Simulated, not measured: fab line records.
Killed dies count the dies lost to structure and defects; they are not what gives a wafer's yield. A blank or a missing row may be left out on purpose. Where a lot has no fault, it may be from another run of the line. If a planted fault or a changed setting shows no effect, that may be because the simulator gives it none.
Which tool did it? + flow berkeley_cmos170 + Sampling: 7 lots, 21 wafers, 2 of 331 route steps

WHAT EACH GAUGE READ, for each wafer
UCB170_PWELL_THK_MEAS_03.
| lot  | measured    | on            | PWELL_OXIDE_THK (nm) |
|------|-------------|---------------|----------------------|
| L716 | day 2 19:14 | film_metro-02 | 27.1 27.6 27.5       |
| L718 | day 3 07:35 | film_metro-03 | 30.0 29.2 29.0       |
| L720 | day 3 13:04 | film_metro-02 | 26.1 26.2 26.2       |
| L730 | day 5 21:06 | film_metro-03 | 26.8 26.8 27.2       |
| L732 | day 6 12:34 | film_metro-02 | 26.2 26.2 26.3       |
| L734 | day 6 18:41 | film_metro-02 | 26.5 25.8 26.1       |
| L737 | day 7 01:55 | film_metro-01 | 26.7 26.4 26.9       |

TOOL THAT RAN EACH LOT (tool first, then ch and the chambers of the sampled wafers, then the start)
| lot  | UCB170_PWELL_OXIDATION_02    |
|------|------------------------------|
| L716 | furnace-02 ch 0, day 2 17:53 |
| L718 | furnace-02 ch 0, day 3 06:13 |
| L720 | furnace-03 ch 0, day 3 11:41 |
| L730 | furnace-04 ch 0, day 5 19:44 |
| L732 | furnace-02 ch 0, day 6 11:13 |
| L734 | furnace-02 ch 0, day 6 17:19 |
| L737 | furnace-03 ch 0, day 7 00:34 |
- UCB170_PWELL_OXIDATION_02: target thk 26.4 nm, ox time 1260 s.

THE ANSWER, worked out from the rows above alone
Rule: the usual values come from the lots themselves. The widest of any qualifying gaps counts: lots, ordered by their means at a reading, are off when they make up no more than a third of the lots, leave a main group of 4 or more, and stand apart from it by 3 or more times the standard deviation of that group's means. If all means in a main group match to the digits the tables above print for the reading, that group is not used. A lot without any number at a reading at which 4 lots or more have one is off too. All remaining lots with rows at the step are treated as sound.
Off: L718, seen at UCB170_PWELL_THK_MEAS_03 (PWELL_OXIDE_THK). For the main group the mean is 26.6 nm and the standard deviation 0.46.
A tool fits if, at a process step before that reading, it ran every lot that is off, and no sound lot after the first of them. Gauges at UCB170_PWELL_THK_MEAS_03: tried the same way as those tools. Not one of the candidates tried fits.

WHAT THE SIMULATOR HAD INSERTED
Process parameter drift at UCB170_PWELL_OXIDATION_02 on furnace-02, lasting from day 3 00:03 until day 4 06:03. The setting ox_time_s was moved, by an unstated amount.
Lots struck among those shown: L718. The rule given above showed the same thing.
